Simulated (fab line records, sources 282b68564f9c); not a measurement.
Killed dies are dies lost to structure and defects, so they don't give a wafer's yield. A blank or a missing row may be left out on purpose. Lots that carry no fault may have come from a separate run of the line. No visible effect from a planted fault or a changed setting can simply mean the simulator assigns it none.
fab line records + flow rit_cmos + part 2 of 2: steps 42 to 44 of 44
record:
- lots: 6
- wafers: 18
- last_day: 6
route steps=202 shown PSD@144 SDANNEAL@153 NSD@158 PLDD@159 NLDD@160 SILICIDE@161 CONTACT@168 M1@184
lots that met no fault: from a run of the same line without faults
start_h: hours from the record's first day to the start of the lot's first wafer shown + wait_h: hours from the lot's prior step to this one + " repeats the value in the row above + L1.1+2: a row that stands for several wafers + - either no value or no given start + * or withheld: withheld + < > ~ a bound
route shown NAME@n: NAME is a module with steps in the file, n the number in the route of the first one + usual: mean/standard deviation of fault-free wafers + same: alike in all rows + chamber/n: place in a boat + sites: the reading at each site + _std_site: their standard deviation + _edge_site: outer sites' mean less inner sites' + radius_mm: for every site, how far away it sits from the centre of the wafer + mask NAME#n: copy n + behind: the most recent tool/chamber to have shaped the wafer + hold: what put the lot on hold/how long, in hours/how the hold closed + device: whichever transistor did not switch (one of n, p or np) + end of line: the tests these same wafers got at the end of their route + step lacking rows: just its recipe + killed: not the wafer's yield, but the dies lost to structure and defects at the first sort + map: shows each die of a wafer: x if killed, . if not, _ if none is there
set.NAME: setting as actually run; set.NAME@STEP: the setting as run at that earlier step + model.NAME: the simulator's own value behind a step, which no gauge read
lots seen at some steps along the route; tables by step, rows by wafer
services: from which hour (start_h, from the record's first day; less than 0 if before it) a tool's chamber was out of use, for how many hours, and why
== steps ==
step: RIT_M1_RS_MEAS_01
recipe:
- thk_meas_gauge: four-point-probe
- reads: Al_of_M1_SPUTTER_00
usual:
- M1_AL_RS: 0.0733/0.00079
| lot.wafer | tool          | chamber | start_h | wait_h | M1_AL_RS[ohm/sq] |
|-----------|---------------|---------|---------|--------|------------------|
| L867.1    | film_metro-01 | -       | 59.47   | 0.1    | 0.0729           |
| L867.2    | "             | -       | "       | "      | 0.0721           |
| L867.3    | "             | -       | "       | "      | 0.0727           |
| L870.1    | film_metro-03 | -       | 74.85   | 0.1    | 0.0724           |
| L870.3    | "             | -       | "       | "      | 0.0734           |
| L870.6    | "             | -       | "       | "      | 0.0728           |
| L874.1    | film_metro-03 | -       | 103.52  | 0.1    | 0.0727           |
| L874.2    | "             | -       | "       | "      | 0.0739           |
| L874.4    | "             | -       | "       | "      | 0.0735           |
| L876.1    | film_metro-02 | -       | 109.85  | 0.1    | 0.0730           |
| L876.3    | "             | -       | "       | "      | 0.0724           |
| L876.4    | "             | -       | "       | "      | 0.0734           |
| L877.1    | film_metro-02 | -       | 110.95  | 0.1    | 0.0724           |
| L877.5    | "             | -       | "       | "      | 0.0724           |
| L877.6    | "             | -       | "       | "      | 0.0732           |
| L883.1    | film_metro-03 | -       | 138.18  | 0.1    | 0.0726           |
| L883.2    | "             | -       | "       | "      | 0.0726           |
| L883.4    | "             | -       | "       | "      | 0.0729           |
step: RIT_M1_METAL_ETCH_12
recipe:
- stop_on: SiO2
- chemistry: Cl2/BCl3
- target: Al
- time_s: 165
- over_etch_frac: 0.5
- pressure_mtorr: 100
- target_depth_a: 6000
- rf_w: 250
- Cl2_flow_sccm: 60
- bcl3_flow_sccm: 50
usual:
- chamber_pressure_mTorr: 100.01/0.086
- drypump_motor_current_A: 5.72/0.19
- oes_product_au: 0.777/0.01
- throttle_valve_pct: 8.28/0.11
same:
- over_etch_frac: 0.5
| lot.wafer | tool         | chamber | start_h | wait_h | chamber_pressure_mTorr | drypump_motor_current_A | oes_product_au | rf_hours_counter_h | throttle_valve_pct | model.M1.cd_nm |
|-----------|--------------|---------|---------|--------|------------------------|-------------------------|----------------|--------------------|--------------------|----------------|
| L867.1    | rie_metal-02 | 1       | 61.18   | 0.2    | 100.11                 | 5.44                    | 0.771          | 37                 | 8.30               | 2601           |
| L867.2    | "            | 0       | "       | "      | 100.01                 | 5.48                    | 0.786          | 35                 | 8.37               | 2601           |
| L867.3    | "            | 0       | "       | "      | 100.04                 | 5.49                    | 0.787          | -                  | 8.37               | 2602           |
| L870.1    | rie_metal-02 | 1       | 76.44   | 0.2    | 100.06                 | 5.46                    | 0.781          | 38                 | 8.30               | 2600           |
| L870.3    | "            | 0       | "       | "      | 100.08                 | 5.50                    | 0.783          | -                  | 8.36               | 2601           |
| L870.6    | "            | 0       | "       | "      | 99.93                  | 5.53                    | 0.793          | -                  | 8.37               | 2600           |
| L874.1    | rie_metal-01 | 1       | 104.99  | 0.2    | 99.94                  | 5.72                    | 0.788          | 1                  | 8.15               | 2598           |
| L874.2    | "            | 0       | "       | "      | 99.89                  | 5.84                    | 0.772          | 1                  | 8.15               | 2600           |
| L874.4    | "            | 1       | "       | "      | 100.07                 | 5.70                    | 0.777          | -                  | 8.14               | 2602           |
| L877.1    | rie_metal-01 | 0       | 112.54  | 0.2    | 100.00                 | 5.79                    | 0.783          | 1                  | 8.14               | 2602           |
| L877.5    | "            | 1       | "       | "      | 99.84                  | 5.71                    | 0.791          | -                  | 8.15               | 2608           |
| L877.6    | "            | 0       | "       | "      | 99.93                  | 5.79                    | 0.767          | -                  | 8.15               | 2604           |
| L876.1    | rie_metal-02 | 1       | 113.59  | 0.2    | 100.01                 | 5.47                    | 0.776          | 38                 | 8.30               | 2632           |
| L876.3    | "            | 1       | "       | "      | 100.03                 | 5.46                    | 0.787          | -                  | 8.31               | 2636           |
| L876.4    | "            | 0       | "       | "      | 99.99                  | 5.54                    | 0.783          | -                  | 8.37               | 2634           |
| L883.1    | rie_metal-03 | 1       | 139.77  | 0.2    | 100.16                 | 5.73                    | 0.786          | 5                  | 8.29               | 2600           |
| L883.2    | "            | 0       | "       | "      | 100.01                 | 6.03                    | 0.777          | 5                  | 8.43               | 2597           |
| L883.4    | "            | 1       | "       | "      | 100.03                 | 5.74                    | 0.790          | -                  | 8.27               | 2599           |
step: RIT_M1_PROBE_99
usual:
- killed_at_front_end: 6.6/3
- killed_dies: 6.6/3
- killed_open: 3.4/2
- killed_short: 3.2/2
same:
- gross_dies: 264
- killed_at_M0_to_M3: 0
- killed_at_M4_up: 0
- killed_at_back_side: 0
- killed_at_contacts: 0
- killed_at_other: 0
| lot.wafer | tool      | chamber | start_h | wait_h | killed_at_front_end | killed_dies | killed_open | killed_short |
|-----------|-----------|---------|---------|--------|---------------------|-------------|-------------|--------------|
| L867.1    | prober-01 | -       | 63.43   | 0.1    | 7                   | 7           | 1           | 5            |
| L867.2    | prober-01 | -       | 63.48   | 0.1    | 7                   | 7           | 2           | 4            |
| L867.3    | prober-01 | -       | 63.53   | 0.2    | 11                  | 11          | 4           | 7            |
| L870.1    | prober-02 | -       | 78.70   | 0.1    | 7                   | 7           | 3           | 4            |
| L870.3    | prober-02 | -       | 78.80   | 0.2    | 5                   | 5           | 5           | 0            |
| L870.6    | prober-02 | -       | 78.95   | 0.2    | 4                   | 4           | 3           | 1            |
| L874.1    | prober-02 | -       | 107.26  | 0.1    | 7                   | 7           | 6           | 1            |
| L874.2    | prober-02 | -       | 107.31  | 0.1    | 8                   | 8           | 3           | 5            |
| L874.4    | prober-02 | -       | 107.41  | 0.2    | 1                   | 1           | 1           | 0            |
| L877.1    | prober-01 | -       | 114.81  | 0.1    | 7                   | 7           | 1           | 6            |
| L877.5    | prober-01 | -       | 115.01  | 0.2    | 6                   | 6           | 4           | 2            |
| L877.6    | prober-01 | -       | 115.06  | 0.2    | 4                   | 4           | 3           | 1            |
| L876.1    | prober-02 | -       | 116.84  | 0.1    | 6                   | 6           | 2           | 4            |
| L876.3    | prober-02 | -       | 116.94  | 0.2    | 8                   | 8           | 2           | 6            |
| L876.4    | prober-02 | -       | 116.99  | 0.2    | 2                   | 2           | 1           | 1            |
| L883.1    | prober-02 | -       | 142.02  | 0.1    | 5                   | 5           | 2           | 3            |
| L883.2    | prober-02 | -       | 142.07  | 0.1    | 4                   | 4           | 3           | 1            |
| L883.4    | prober-02 | -       | 142.17  | 0.2    | 11                  | 11          | 5           | 6            |
killed by level:class
L867.1 GATE:geometric_particle:short=2 REOX:geometric_particle:short=2 REOX:geometric_particle:open=1 SILICIDE:geometric_particle:short=1 NWELL:coat_microbubble_printed=1
L867.2 REOX:geometric_particle:short=3 FOX1:geometric_particle:open=1 GATE:geometric_particle:open=1 SILICIDE:geometric_particle:short=1 PWELL:coat_microbubble_printed=1
L867.3 REOX:geometric_particle:open=3 FOX1:geometric_particle:short=2 GATE:geometric_particle:short=2 SPACER:geometric_particle:short=1 GATE:geometric_particle:open=1 REOX:geometric_particle:short=1 SILICIDE:geometric_particle:short=1
L870.1 FOX2:geometric_particle:short=2 GATE:geometric_particle:open=2 REOX:geometric_particle:short=2 FOX2:geometric_particle:open=1
L870.3 GATE:geometric_particle:open=2 FOX2:geometric_particle:open=1 SPACER:geometric_particle:open=1 SILICIDE:geometric_particle:open=1
L870.6 FOX1:geometric_particle:open=1 GATE:geometric_particle:short=1 SPACER:geometric_particle:open=1 SILICIDE:geometric_particle:open=1
L874.1 GATE:geometric_particle:open=2 SPACER:geometric_particle:open=2 FOX1:geometric_particle:open=1 FOX2:geometric_particle:open=1 GATE:geometric_particle:short=1
L874.2 GATE:geometric_particle:short=2 FOX1:geometric_particle:open=1 FOX1:geometric_particle:short=1 FOX2:geometric_particle:short=1 GATE:geometric_particle:open=1 REOX:geometric_particle:short=1 SPACER:geometric_particle:open=1
L874.4 SILICIDE:geometric_particle:open=1
L877.1 FOX1:geometric_particle:short=2 FOX2:geometric_particle:short=2 FOX1:geometric_particle:open=1 GATE:geometric_particle:short=1 REOX:geometric_particle:short=1
L877.5 GATE:geometric_particle:open=4 FOX2:geometric_particle:short=1 REOX:geometric_particle:short=1
L877.6 FOX1:geometric_particle:open=1 GATE:geometric_particle:open=1 GATE:geometric_particle:short=1 SPACER:geometric_particle:open=1
L876.1 FOX2:geometric_particle:short=1 FOX2:geometric_particle:open=1 GATE:geometric_particle:short=1 GATE:geometric_particle:open=1 REOX:geometric_particle:short=1 SPACER:geometric_particle:short=1
L876.3 FOX1:geometric_particle:short=2 SPACER:geometric_particle:short=2 FOX1:geometric_particle:open=1 FOX2:geometric_particle:open=1 GATE:geometric_particle:short=1 REOX:geometric_particle:short=1
L876.4 SPACER:geometric_particle:short=1 SILICIDE:geometric_particle:open=1
L883.1 GATE:geometric_particle:short=1 GATE:geometric_particle:open=1 REOX:geometric_particle:short=1 SPACER:geometric_particle:open=1 SILICIDE:geometric_particle:short=1
L883.2 SPACER:geometric_particle:open=3 GATE:geometric_particle:short=1
L883.4 FOX2:geometric_particle:short=3 FOX1:geometric_particle:open=1 FOX2:geometric_particle:open=1 GATE:geometric_particle:open=1 GATE:geometric_particle:short=1 REOX:geometric_particle:short=1 REOX:geometric_particle:open=1 SILICIDE:geometric_particle:open=1
== services ==
| tool            | chamber | start_h | hours | kind       |
|-----------------|---------|---------|-------|------------|
| plasma_asher-01 | -       | 38.42   | 0.3   | repair     |
| rie_diel-03     | 2       | 42.92   | 8.1   | repair     |
| pvd_sputter-01  | -       | 46.88   | 2.0   | repair     |
| rtp_anneal-02   | -       | 52.06   | 4.7   | pm         |
| rie_diel-04     | 1       | 54.60   | 8.1   | repair     |
| rie_diel-02     | 3       | 60.54   | 7.6   | repair     |
| rie_diel-04     | 2       | 71.74   | 8.0   | repair     |
| pvd_sputter-04  | -       | 72.00   | 0.6   | repair     |
| rie_metal-03    | 1       | 72.47   | 10.2  | repair     |
| rie_diel-04     | 2       | 81.53   | 3.8   | repair     |
| rie_metal-03    | 1       | 89.08   | 3.9   | repair     |
| rie_diel-04     | 2       | 94.22   | 3.2   | repair     |
| plasma_asher-01 | -       | 108.75  | 9.0   | pm         |
| plasma_asher-01 | 0       | 108.75  | 9.0   | vent_cycle |
| plasma_asher-01 | 1       | 108.75  | 9.0   | vent_cycle |
| rie_metal-01    | -       | 116.21  | 2.8   | pm         |
| plasma_asher-01 | 0       | 117.75  | -     | clean      |
| plasma_asher-01 | 1       | 117.75  | -     | clean      |
| rie_metal-01    | 0       | 119.54  | 12.1  | repair     |
| rie_metal-02    | -       | 136.12  | 20.0  | pm         |
| rie_metal-02    | 0       | 136.12  | 20.0  | vent_cycle |
| rie_metal-02    | 1       | 136.12  | 20.0  | vent_cycle |
== key ==
first_sign:
- step: RIT_SDANNEAL_RS_MEAS_04
- reading: visit
- direction: added
effect:
- step: RIT_SDANNEAL_RS_MEAS_04
- reading: PSD_RS
- direction: down
- sigmas: 4.1
- usual: 115.9
- struck: 114.6
effect:
- step: RIT_SDANNEAL_RS_MEAS_06
- reading: visit
- direction: added
model_effect:
- step: RIT_M1_METAL_ETCH_12
- value: M1.cd_nm
- without: 2602
- struck: 2617
met_at RIT_SDANNEAL_RTA_03
struck_wafers L874.1,L874.2,L874.4,L876.1,L876.3,L876.4
tester_left_out L874,L876
loop_trim:
- step: RIT_M1_EXPOSE_06
- setting: dose
- lots: L876
onset_between 71.22 93.74
fault:
- kind: process_parameter_drift
- tool: rtp_anneal-02
- chamber: -
- onset_h: 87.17
- steps: RIT_SDANNEAL_RTA_03
- channel: time_s
- offset: *
- shape: step
- end_h: 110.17
- acts_in: *
- stated: *
tester_left_out: of these lots the tester's yield and bins aren't shown, on N5 and GAA mostly nor the transistor test; their killed dies are dies lost to structure and defects alone, not to doping, threshold or leakage, so they don't give the yield
loop_trim: a control loop set the setting to another value than it would have without faults
